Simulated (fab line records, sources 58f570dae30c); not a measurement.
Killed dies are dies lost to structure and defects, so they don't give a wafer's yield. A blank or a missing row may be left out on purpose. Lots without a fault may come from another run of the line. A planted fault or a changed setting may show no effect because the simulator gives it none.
Which tool did it? | flow berkeley_cmos170 | 7 lots, 21 wafers sampled, at 3 steps of a route of 331

WHAT THE GAUGES READ, wafer by wafer
UCB170_M3_RS_MEAS_02: measures by four-point-probe.
lot  | measured     | on            | M3_AL_RS (ohm/sq)
L254 | day 9 14:06  | film_metro-04 | 0.0331 0.0326 0.0327
L256 | day 10 04:11 | film_metro-02 | 0.0322 0.0330 0.0326
L257 | day 10 05:22 | film_metro-02 | 0.0324 0.0320 0.0321
L259 | day 10 13:13 | film_metro-03 | 0.0320 0.0324 0.0319
L265 | day 11 02:07 | film_metro-03 | 0.0326 0.0325 0.0323
L269 | day 12 10:48 | film_metro-04 | 0.0327 0.0326 0.0320
L273 | day 12 21:02 | film_metro-03 | 0.0327 0.0320 0.0316

WHICH TOOL RAN EACH LOT (tool, then ch and the chambers of the sampled wafers, then the start)
lot  | UCB170_V2_ETCH_14                  | UCB170_M3_SPUTTER_01
L254 | rie_diel-02 ch 0,2,3, day 9 13:33  | pvd_sputter-03, day 9 14:01
L256 | rie_diel-01 ch 0,3, day 10 03:37   | pvd_sputter-04, day 10 04:05
L257 | rie_diel-02 ch 0,1, day 10 04:48   | pvd_sputter-02, day 10 05:16
L259 | rie_diel-01 ch 0,1,3, day 10 12:40 | pvd_sputter-03, day 10 13:07
L265 | rie_diel-04 ch 1,2, day 11 01:32   | pvd_sputter-03, day 11 02:00
L269 | rie_diel-01 ch 0,1,3, day 12 10:11 | pvd_sputter-03, day 12 10:39
L273 | rie_diel-01 ch 0,2,3, day 12 20:29 | pvd_sputter-04, day 12 20:57
- UCB170_V2_ETCH_14: etches SiO2 in CHF3/CF4/Ar, stops on Al, target depth 1250 nm, time 291 s.
- UCB170_M3_SPUTTER_01: material Al, target thk 900 nm, time 120 s.

THE ANSWER, worked out from the rows above alone
Rule: what is usual is taken from the lots themselves. Put in order of their means at a reading, lots are off if they are a third of the lots or fewer, leave a main group of 4 or more, and stand apart from it by a gap of 3 or more times the standard deviation of the main group's means; of several such gaps the widest counts. A main group whose means are all the same, to the digits that the tables above print for the reading, isn't used. A lot without any number at a reading at which 4 lots or more have one is off too. The other lots that the step has rows for count as sound.
No lot is off at any reading shown: from this, nothing can be told.

WHAT THE SIMULATOR HAD PUT IN
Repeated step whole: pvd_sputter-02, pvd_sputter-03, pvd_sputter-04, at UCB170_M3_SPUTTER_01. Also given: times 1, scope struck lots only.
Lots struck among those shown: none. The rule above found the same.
